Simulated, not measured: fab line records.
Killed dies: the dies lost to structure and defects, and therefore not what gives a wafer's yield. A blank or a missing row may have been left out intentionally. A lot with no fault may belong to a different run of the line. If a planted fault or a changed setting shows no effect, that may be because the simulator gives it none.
Lot-split experiment / flow berkeleyCmos170 / 23 wafers read from 5 lots, route of 331 steps

== ABOUT THE SPLIT ==
At UCB170_PVT_COAT_01 (resist thk 900 nm), the setting resistThkNm was moved away from the recipe's 900 nm on 5 of the 23 wafers read, by -1.8% to +2.1%. This setting was run at the recipe's value on the other wafers.

Reading taken at the split's own step.

== THE READING ==
KrF_of_PVT_COAT_01.thkNm (the simulator's own value, which no gauge read), in nm, at UCB170_PVT_COAT_01 (resist thk 900 nm). No usual value for it is given in the file. Across the 18 wafers here that went through the recipe, the average is 898.4 nm and the standard deviation 3 nm.

wafer=L074.1; tool, chamber at the split=lithoTrack-02, 0; resistThkNm as run, nm=900; against the recipe=recipe; KrF_of_PVT_COAT_01.thkNm, nm=894.6; against lot-mates on the recipe=-
wafer=L074.2; tool, chamber at the split=lithoTrack-02, 0; resistThkNm as run, nm=900; against the recipe=recipe; KrF_of_PVT_COAT_01.thkNm, nm=896.6; against lot-mates on the recipe=-
wafer=L074.3; tool, chamber at the split=lithoTrack-02, 0; resistThkNm as run, nm=900; against the recipe=recipe; KrF_of_PVT_COAT_01.thkNm, nm=897.8; against lot-mates on the recipe=-
wafer=L074.4; tool, chamber at the split=lithoTrack-02, 0; resistThkNm as run, nm=900; against the recipe=recipe; KrF_of_PVT_COAT_01.thkNm, nm=898.3; against lot-mates on the recipe=-
wafer=L074.6; tool, chamber at the split=lithoTrack-02, 0; resistThkNm as run, nm=900; against the recipe=recipe; KrF_of_PVT_COAT_01.thkNm, nm=897; against lot-mates on the recipe=-
wafer=L077.2; tool, chamber at the split=lithoTrack-02, 0; resistThkNm as run, nm=900; against the recipe=recipe; KrF_of_PVT_COAT_01.thkNm, nm=892.5; against lot-mates on the recipe=-
wafer=L077.4; tool, chamber at the split=lithoTrack-02, 0; resistThkNm as run, nm=900; against the recipe=recipe; KrF_of_PVT_COAT_01.thkNm, nm=895.3; against lot-mates on the recipe=-
wafer=L077.6; tool, chamber at the split=lithoTrack-02, 0; resistThkNm as run, nm=900; against the recipe=recipe; KrF_of_PVT_COAT_01.thkNm, nm=892.9; against lot-mates on the recipe=-
wafer=L078.1; tool, chamber at the split=lithoTrack-02, 0; resistThkNm as run, nm=900; against the recipe=recipe; KrF_of_PVT_COAT_01.thkNm, nm=902; against lot-mates on the recipe=-
wafer=L078.2; tool, chamber at the split=lithoTrack-02, 0; resistThkNm as run, nm=900; against the recipe=recipe; KrF_of_PVT_COAT_01.thkNm, nm=902.1; against lot-mates on the recipe=-
wafer=L078.4; tool, chamber at the split=lithoTrack-02, 0; resistThkNm as run, nm=900; against the recipe=recipe; KrF_of_PVT_COAT_01.thkNm, nm=898.7; against lot-mates on the recipe=-
wafer=L078.5; tool, chamber at the split=lithoTrack-02, 0; resistThkNm as run, nm=900; against the recipe=recipe; KrF_of_PVT_COAT_01.thkNm, nm=900.7; against lot-mates on the recipe=-
wafer=L078.6; tool, chamber at the split=lithoTrack-02, 0; resistThkNm as run, nm=900; against the recipe=recipe; KrF_of_PVT_COAT_01.thkNm, nm=900.2; against lot-mates on the recipe=-
wafer=L083.1; tool, chamber at the split=lithoTrack-02, 0; resistThkNm as run, nm=883.7; against the recipe=-1.8%; KrF_of_PVT_COAT_01.thkNm, nm=883.7; against lot-mates on the recipe=-17.6
wafer=L083.2; tool, chamber at the split=lithoTrack-02, 0; resistThkNm as run, nm=900; against the recipe=recipe; KrF_of_PVT_COAT_01.thkNm, nm=900.1; against lot-mates on the recipe=-
wafer=L083.4; tool, chamber at the split=lithoTrack-02, 0; resistThkNm as run, nm=900; against the recipe=recipe; KrF_of_PVT_COAT_01.thkNm, nm=902.6; against lot-mates on the recipe=-
wafer=L083.5; tool, chamber at the split=lithoTrack-02, 0; resistThkNm as run, nm=883.7; against the recipe=-1.8%; KrF_of_PVT_COAT_01.thkNm, nm=884; against lot-mates on the recipe=-17.4
wafer=L083.6; tool, chamber at the split=lithoTrack-02, 0; resistThkNm as run, nm=883.7; against the recipe=-1.8%; KrF_of_PVT_COAT_01.thkNm, nm=884.3; against lot-mates on the recipe=-17.1
wafer=L082.1; tool, chamber at the split=lithoTrack-04, 0; resistThkNm as run, nm=919.3; against the recipe=+2.1%; KrF_of_PVT_COAT_01.thkNm, nm=919.6; against lot-mates on the recipe=+19.6
wafer=L082.2; tool, chamber at the split=lithoTrack-04, 0; resistThkNm as run, nm=919.3; against the recipe=+2.1%; KrF_of_PVT_COAT_01.thkNm, nm=919.9; against lot-mates on the recipe=+19.9
wafer=L082.4; tool, chamber at the split=lithoTrack-04, 0; resistThkNm as run, nm=900; against the recipe=recipe; KrF_of_PVT_COAT_01.thkNm, nm=901.1; against lot-mates on the recipe=-
wafer=L082.5; tool, chamber at the split=lithoTrack-04, 0; resistThkNm as run, nm=900; against the recipe=recipe; KrF_of_PVT_COAT_01.thkNm, nm=898.8; against lot-mates on the recipe=-
wafer=L082.6; tool, chamber at the split=lithoTrack-04, 0; resistThkNm as run, nm=900; against the recipe=recipe; KrF_of_PVT_COAT_01.thkNm, nm=900.1; against lot-mates on the recipe=-

FIT RESULTS
A straight line over all 23 wafers: KrF_of_PVT_COAT_01.thkNm changes by +8.95 nm for each +1% of resistThkNm; r = +0.95; the points scatter about the line by 2.9 nm.
The same after taking each lot's own level away (the mean of its wafers on the recipe; 23 wafers): +9.4 nm for each +1%; r = +0.99; scatter 1.1 nm.
The reading moves by 20 nm for the largest change in resistThkNm, on that fit.
Measured against the standard deviation above, the lots' own levels, which go from 893.57 to 901.35 nm, span 2.6 times it.
Consequently the slope shifts little with the lot-to-lot level, the two slopes agreeing.
Check: for one of the wafers moved furthest among these (+2.1%), held out of the fit, the line's prediction against its lot-mates is +20.3 nm. It came out at +19.6 nm against them.

== ADDITIONAL SPLITS CARRIED BY THESE WAFERS ==
Before the reading, these wafers also passed through other splits. Each is held against what the fit with the lots' levels taken away leaves over:
other split on the same wafers=UCB170_ACTIVE_CVD_05 nh3FlowSccm; wafers away from the commonest value=18; r with KrF_of_PVT_COAT_01.thkNm (lot level and that fit taken away)=+0.05
other split on the same wafers=UCB170_ACTIVE_STRIP_16 powerW; wafers away from the commonest value=9; r with KrF_of_PVT_COAT_01.thkNm (lot level and that fit taken away)=+0.24
other split on the same wafers=UCB170_PFIELD_COAT_01 spinRpm; wafers away from the commonest value=5; r with KrF_of_PVT_COAT_01.thkNm (lot level and that fit taken away)=-0.04
other split on the same wafers=UCB170_SCREENOX_OXIDATION_01 tempC; wafers away from the commonest value=18; r with KrF_of_PVT_COAT_01.thkNm (lot level and that fit taken away)=+0.03

== THE WHOLE CHAIN: every reading that the file lists as answering this split, in the file's order ==
step=UCB170_PVT_COAT_01; what it does=resist thk 900 nm; reading=KrF_of_PVT_COAT_01.thkNm (the simulator's own value, which no gauge read); change (the file's fit)=+9.36 nm for each +1% of the setting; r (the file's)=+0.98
step=UCB170_PVT_STRIP_08; what it does=strips in O2; reading=stripTimeToEndpointS; change (the file's fit)=withheld for each +1% of the setting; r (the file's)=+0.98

== THE FILE'S OWN FIT ==
KrF_of_PVT_COAT_01.thkNm changes by +9.36 nm for each +1% of resistThkNm, r = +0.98.
